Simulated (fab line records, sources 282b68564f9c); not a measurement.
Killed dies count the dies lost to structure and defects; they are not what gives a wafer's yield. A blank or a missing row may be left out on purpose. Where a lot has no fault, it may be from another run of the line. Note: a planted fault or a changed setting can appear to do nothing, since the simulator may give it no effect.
8D (eight disciplines) problem report, filled in by code || flow rit-cmos || the parts of the form that need people (team, actions taken, sign-off) are left out

1. THE PROBLEM
Wafers free of any fault read 470 (standard deviation 3.3) for PRETRO_TW at RIT_PRETRO_TW_MEAS_10, against a mean of 572 on 6 wafers of 2 lots. That puts it +31 standard deviations away from the usual mean.
First seen on wafer L419.2, day 5 03:28, on film-metro-04. At this step, 42 wafers from 14 lots have a number in the record. Rule for "out", or "out of limits": more than 4 standard deviations from the usual mean. The other wafers with a number count as sound.

2. WHAT IT IS; WHAT IT IS NOT
{"question": "which readings at this step", "is": "PRETRO_TW", "is not": "-"}
{"question": "which lots", "is": "L419, L421", "is not": "L406, L407, L408, L409, L410, L411, L423, L424, L425, L426, L428, L429"}
{"question": "which wafers of those lots", "is": "all that have a number", "is not": "-"}
{"question": "read on which gauges", "is": "film-metro-02, film-metro-04", "is not": "film-metro-03"}
{"question": "when", "is": "from day 5 03:28", "is not": "up to then (18 sound wafers); but 18 sound wafers of L423, L424, L425, L426, L428, L429 came after"}

3. WHAT RULES OUT EACH SUSPECT
Counting: any tool at a process step up to the reading is kept as a suspect provided that every lot that is out went through it and no sound lot did after the first of them.
- the gauge at RIT_PRETRO_TW_MEAS_10 is ruled out. Those wafers that are out were read across 2 gauges (film-metro-02, film-metro-04).
- implanter-03 at RIT_PRETRO_IMPLANT_08: kept. It processed each lot that is out, first L419 at day 5 03:09, and no sound lot thereafter; up to then, the last sound lot it processed was L411 at day 3 10:45. Its own readings are out on those wafers: dose-ions-cm2, faraday-current-uA.
Remaining after the count: implanter-03 at RIT_PRETRO_IMPLANT_08.

4. THE CAUSE (what the simulator had put in)
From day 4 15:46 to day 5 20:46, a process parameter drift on implanter-03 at RIT_PRETRO_IMPLANT_08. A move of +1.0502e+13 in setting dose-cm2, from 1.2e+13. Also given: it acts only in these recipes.
Counting left only this tool.

5. THE EFFECT CHAIN, in route order
Each row: a reading whose mean over the struck wafers that have a number lies more than 3 standard deviations from the usual. Only readings whose record carries a usual standard deviation are examined. hours: median over the lots of the time between each lot's start at the first step of this table that gives one and its start at this step. sigmas: the change, counted in usual standard deviations.
{"hours": 0, "step": "RIT_PRETRO_IMPLANT_08", "reading": "dose-ions-cm2", "usual": 1.2e+13, "on struck wafers": 2.2e+13, "change": "+1.0e+13", "sigmas": "+99 or more"}
{"hours": 0, "step": "RIT_PRETRO_IMPLANT_08", "reading": "faraday-current-uA", "usual": 38.1, "on struck wafers": 71.0, "change": "+32.9", "sigmas": "+46"}
{"hours": 0, "step": "RIT_PRETRO_TW_MEAS_10", "reading": "PRETRO_TW", "usual": 470, "on struck wafers": 572, "change": "+102", "sigmas": "+31"}
Process steps it contains:
- RIT_PRETRO_IMPLANT_08
Later measuring or inspecting steps at which every struck wafer that the step has a row for has a number for every such reading, and none has moved that far: RIT_GATE_THK_MEAS_09, RIT_SDANNEAL_RS_MEAS_07.

6. HOW IT WOULD HAVE BEEN CAUGHT EARLIER
12 hours passed between the start of the fault at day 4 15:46 and the first reading out of limits at a measuring or inspecting step in this record, taken at day 5 03:28.
At RIT_PRETRO_IMPLANT_08, the tool's own readings (dose-ions-cm2, faraday-current-uA) were out on each struck wafer the step has a row for, so an alarm limit on them would have fired on the first such wafer.
Of the lots that are out (2), L421 began RIT_PRETRO_IMPLANT_08 on implanter-03 after day 5 03:28. Putting the tool on hold at that point would have spared it.
